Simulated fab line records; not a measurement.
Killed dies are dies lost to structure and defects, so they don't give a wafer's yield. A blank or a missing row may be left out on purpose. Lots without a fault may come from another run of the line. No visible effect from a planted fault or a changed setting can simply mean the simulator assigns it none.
Struck lot and sound lot, side by side    flow berkeley_cmos170    19 steps out of a route of 331
Sound: wafers L466.3, L466.4, L466.6. Struck: wafers L462.3, L462.4, L462.5. The cause is given at the end.
Each step with rows lists, per side, the tool, then ch with its chambers, then its first start. Under that, the readings that differ: sound wafers    struck wafers    difference of the means    sigmas: that difference in standard deviations of wafers without a fault.
alike: readings with means less than 2 such deviations apart, plus words and numbers identical on both sides. not compared: withheld readings, readings lacking a value on some wafer, bounds such as >300 that could conceal the same value, and numbers that have no deviation in the record and whose values overlap.
Wherever a step has rows on one side only, a row that says differs or no value, or a row with sigmas, the two part there. When numbers do not overlap yet have no deviation, they are printed without sigmas and do not part them. Lack of a reading on every wafer of one side parts them only where that side has two or more wafers.

first, 6 steps without rows for these wafers: UCB170_NVT_HMDS_00 (prime time 60 s); UCB170_NVT_COAT_01 (resist thk 900 nm); UCB170_NVT_SOFTBAKE_02 (time 60 s); UCB170_NVT_EXPOSE_03 (exposes mask PWELL, target cd 3000 nm); UCB170_NVT_PEB_04; UCB170_NVT_DEVELOP_05 (develop time 45 s).
UCB170_NVT_OVL_MEAS_06:
  sound: overlay-01 at day 9 04:44; struck: overlay-02 at day 8 11:22
  alike: NVT_OVL
next, for these wafers, 1 step has no rows: UCB170_NVT_IMPLANT_07.
UCB170_NVT_STRIP_08: strips in O2.
  sound on plasma_asher-02 ch 0,1, day 9 04:56; struck on plasma_asher-03 ch 0,1, day 8 11:35
  alike: drypump_motor_current_A, oes_product_au, strip_time_to_endpoint_s
  not compared: rf_hours_counter_h
UCB170_NVT_TW_MEAS_09:
  sound: film_metro-02 at day 9 05:02; struck: film_metro-03 at day 8 11:40
reading  sound              struck             difference  sigmas
NVT_TW   533.8 530.1 529.2  523.8 526.4 527.0  -5.3        -2
then, 2 steps without rows for these wafers: UCB170_NVT_CLEAN_10 (cleans in SPM, time 600 s); UCB170_PVT_HMDS_00 (prime time 60 s).
UCB170_PVT_COAT_01: resist thk 900 nm.
  sound on litho_track-03 ch 0, day 9 05:49; struck on litho_track-02, day 8 12:13
  no value came back on the struck wafers for chill_plate_temp_C (C), dispense_pressure_kPa (kPa); on the sound wafers chill_plate_temp_C (C) reads 22.94 23.19 23.05
then, 4 steps without rows for these wafers: UCB170_PVT_SOFTBAKE_02 (time 60 s); UCB170_PVT_EXPOSE_03 (exposes mask NWELL, target cd 3000 nm); UCB170_PVT_PEB_04; UCB170_PVT_DEVELOP_05 (develop time 45 s).
UCB170_PVT_OVL_MEAS_06:
  sound: overlay-02 at day 9 06:54; struck: overlay-01 at day 8 12:54
reading       sound    struck  difference                     sigmas
PVT_OVL (nm)  -5 1 -4  - - -   no value on the struck wafers  
next, for these wafers, 1 step has no rows: UCB170_PVT_IMPLANT_07.

== WHERE THEY PART ==
First at UCB170_NVT_TW_MEAS_09; last, within this record, at UCB170_PVT_OVL_MEAS_06.

WHY: the cause the simulator had injected
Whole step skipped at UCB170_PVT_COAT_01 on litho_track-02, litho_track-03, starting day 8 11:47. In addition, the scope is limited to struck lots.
